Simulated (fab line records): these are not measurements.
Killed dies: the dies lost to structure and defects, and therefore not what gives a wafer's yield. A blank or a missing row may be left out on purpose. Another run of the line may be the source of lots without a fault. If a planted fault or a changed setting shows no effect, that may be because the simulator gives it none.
Chamber matching    flow berkeley_cmos170    pecvd-01 running UCB170_SPACER_CVD_00: 3 sister chambers
The step deposits SiO2 from TEOS/O2, target thk 376 nm, time 47 s. 3 wafers are shown with their chamber, then 7 later ones without.

== WAFERS WITH THEIR CHAMBER ==
wafer   chamber  heater_power_w (W)
L915.5  1        287
L921.1  0        264
L921.2  2        306

== WAFERS MISSING THEIR CHAMBER ==
wafer   heater_power_w (W)
L921.5  308
L924.2  244
L924.3  311
L924.5  309
L927.1  219
L927.3  243
L927.4  263

== CHAMBER TAKEN BY EACH ==
wafer   from the rows above      in truth
L921.5  can't be placed: 2 or 1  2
L924.2  can't be placed: 0 or 1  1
L924.3  can't be placed: 2 or 1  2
L924.5  can't be placed: 2 or 1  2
L927.1  can't be placed: 0 or 1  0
L927.3  can't be placed: 0 or 1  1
L927.4  can't be placed: 0 or 1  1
Correctly placed: 0 of 7. Cannot be placed on the basis of these rows: 7; the candidates contain the true chamber in 7. Number placed wrongly: 0.
How it was worked out, from the rows above alone: a wafer's distance from a chamber is the root of the sum, over the readings, of the square of ((its reading less the chamber's mean) divided by the reading's scatter). If the next closest chamber is less than 2 further off than the closest, the wafer can't be placed; otherwise it belongs to the closest. For every chamber, the mean is computed from those of its wafers that are shown. The scatter: root of mean squared gap, hidden wafer to nearest shown wafer, with one shown wafer a chamber.
